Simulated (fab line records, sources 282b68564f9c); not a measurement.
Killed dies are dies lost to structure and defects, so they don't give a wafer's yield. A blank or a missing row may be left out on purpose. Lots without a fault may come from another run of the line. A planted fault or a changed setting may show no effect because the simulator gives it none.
Which tool did it? | flow rit_cmos | 15 lots, 45 wafers sampled, at 4 steps of a route of 202

WHAT THE GAUGES READ, wafer by wafer
RIT_PRETRO_TW_MEAS_10.
lot  | measured    | on            | PRETRO_TW
L482 | day 2 09:01 | film_metro-04 | 474 475 477
L483 | day 2 13:43 | film_metro-04 | 472 474 473
L484 | day 2 19:45 | film_metro-04 | 475 476 476
L485 | day 2 23:32 | film_metro-03 | 482 482 483
L486 | day 3 06:25 | film_metro-03 | 479 482 479
L487 | day 3 11:10 | film_metro-04 | 476 476 474
L488 | day 3 15:16 | film_metro-04 | 475 476 476
L489 | day 3 20:22 | film_metro-03 | 481 476 477
L490 | day 4 03:28 | film_metro-03 | 475 478 479
L491 | day 4 08:05 | film_metro-03 | 478 478 478
L492 | day 4 13:05 | film_metro-04 | 473 475 476
L494 | day 4 21:34 | film_metro-04 | 476 478 478
L500 | day 6 03:08 | film_metro-03 | 477 479 475
L501 | day 6 11:02 | film_metro-01 | 474 478 474
L505 | day 7 07:19 | film_metro-01 | 471 477 474

RIT_PLDD_OVL_MEAS_06.
lot  | measured    | on         | PLDD_OVL (nm)
L482 | day 2 20:55 | overlay-01 | 0.1 0.6 1.6
L483 | day 3 02:55 | overlay-02 | 1.6 -0.1 0.9
L484 | day 3 06:42 | overlay-01 | 0.0 -0.2 -0.3
L485 | day 3 11:22 | overlay-02 | 2.2 0.6 1.4
L486 | day 3 22:02 | overlay-02 | 2.6 1.8 2.8
L487 | day 3 23:20 | overlay-01 | 1.9 1.1 -0.8
L488 | day 4 01:50 | overlay-01 | -0.5 -2.4 -2.1
L489 | day 4 08:35 | overlay-01 | 3.5 2.7 2.8
L490 | day 4 16:02 | overlay-01 | 1.0 1.1 2.6
L491 | day 4 21:16 | overlay-01 | 1.2 1.8 1.9
L492 | day 5 05:01 | overlay-01 | -0.7 2.7 0.6
L494 | day 5 17:39 | overlay-02 | 0.4 -0.6 -1.4
L500 | day 6 15:59 | overlay-01 | 1.8 0.9 0.1
L501 | day 7 00:53 | overlay-01 | 1.5 1.3 2.3
L505 | day 7 20:56 | overlay-02 | -2.5 -2.0 -1.7

RIT_SPACER_THK_MEAS_04.
lot  | measured    | on            | SPACER_NITRIDE_THK (nm)
L482 | day 2 23:47 | film_metro-04 | 249.6 246.2 247.4
L483 | day 3 05:46 | film_metro-04 | 250.0 253.5 252.1
L484 | day 3 09:34 | film_metro-04 | 253.5 252.1 254.0
L485 | day 3 15:25 | film_metro-03 | 247.9 247.5 248.5
L486 | day 4 00:53 | film_metro-03 | 247.8 248.3 248.5
L487 | day 4 02:49 | film_metro-04 | 248.6 249.5 253.1
L488 | day 4 04:45 | film_metro-03 | 251.0 250.7 251.5
L489 | day 4 11:28 | film_metro-04 | 244.5 242.9 245.6
L490 | day 4 18:55 | film_metro-04 | 246.2 244.5 244.4
L491 | day 5 00:07 | film_metro-01 | 233.0 232.2 231.3
L492 | day 5 07:52 | film_metro-01 | 229.0 228.2 227.8
L494 | day 5 20:39 | film_metro-01 | 228.1 227.9 226.8
L500 | day 6 18:54 | film_metro-01 | 249.9 246.9 250.7
L501 | day 7 03:46 | film_metro-03 | 249.6 251.7 251.8
L505 | day 8 01:35 | film_metro-01 | 250.4 251.0 252.6

WHICH TOOL RAN EACH LOT (tool, then ch and the chambers of the sampled wafers, then the start)
lot  | RIT_SPACER_CVD_03
L482 | lpcvd-02 ch 1, day 2 21:52
L483 | lpcvd-01 ch 1, day 3 03:51
L484 | lpcvd-01 ch 0, day 3 07:38
L485 | lpcvd-02 ch 1, day 3 13:29
L486 | lpcvd-02 ch 1, day 3 22:58
L487 | lpcvd-02 ch 0, day 4 00:53
L488 | lpcvd-02 ch 0, day 4 02:50
L489 | lpcvd-01 ch 1, day 4 09:33
L490 | lpcvd-02 ch 1, day 4 16:58
L491 | lpcvd-02 ch 1, day 4 22:12
L492 | lpcvd-02 ch 1, day 5 05:57
L494 | lpcvd-02 ch 1, day 5 18:44
L500 | lpcvd-01 ch 0, day 6 16:59
L501 | lpcvd-01 ch 1, day 7 01:49
L505 | lpcvd-01 ch 0, day 7 23:38
- RIT_SPACER_CVD_03: deposits Si3N4 from SiH2Cl2/NH3, target thk 250 nm, time 3300 s.

WHAT THE TOOLS THEMSELVES READ (means of the sampled wafers that have a number; where no wafer has one, the mark that the record gives instead)
RIT_SPACER_CVD_03.
lot  | tool     | susceptor_temp_C (C) | zone_power_centre_pct (%)
L482 | lpcvd-02 | 810.0                | 36.1
L483 | lpcvd-01 | 809.7                | 39.7
L484 | lpcvd-01 | 810.6                | 43.1
L485 | lpcvd-02 | 809.9                | 36.1
L486 | lpcvd-02 | 810.4                | 35.7
L487 | lpcvd-02 | 809.9                | 35.4
L488 | lpcvd-02 | 809.8                | 35.2
L489 | lpcvd-01 | 810.4                | 39.5
L490 | lpcvd-02 | 809.7                | 36.0
L491 | lpcvd-02 | 810.3                | 35.6
L492 | lpcvd-02 | 810.5                | 35.7
L494 | lpcvd-02 | 809.9                | 36.0
L500 | lpcvd-01 | 810.2                | 42.9
L501 | lpcvd-01 | 810.0                | 39.8
L505 | lpcvd-01 | 809.7                | 43.3

THE ANSWER, worked out from the rows above alone
Rule: what is usual is taken from the lots themselves. Put in order of their means at a reading, lots are off if they are a third of the lots or fewer, leave a main group of 4 or more, and stand apart from it by a gap of 3 or more times the standard deviation of the main group's means; of several such gaps the widest counts. A main group whose means are all the same, to the digits that the tables above print for the reading, isn't used. A lot without any number at a reading at which 4 lots or more have one is off too. The other lots that the step has rows for count as sound. The gauges are gone through in route order, then the tools' own readings, and for those a lot's mean is taken as printed above. The first step at which some lot is off is used, and at that step the reading that is off furthest; a lot without a number counts as furthest.
Off: L491, L492, L494, at RIT_SPACER_THK_MEAS_04 (SPACER_NITRIDE_THK). The main group: mean 249.3 nm, standard deviation 2.6.
A tool fits if, at a process step before that reading, it ran every lot that is off, and no sound lot after the first of them. The gauges at RIT_SPACER_THK_MEAS_04 are tried like those tools. One fits: lpcvd-02 at RIT_SPACER_CVD_03. Its last sound lot is L490 (day 4 16:58), its first lot that is off L491 (day 4 22:12): a fault that began between those two fits.

WHAT THE SIMULATOR HAD PUT IN
Process parameter drift: lpcvd-02, from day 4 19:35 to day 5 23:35, at RIT_SPACER_CVD_03. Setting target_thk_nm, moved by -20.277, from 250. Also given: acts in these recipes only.
Lots struck among those shown: L491, L492, L494. The rule above found the same.
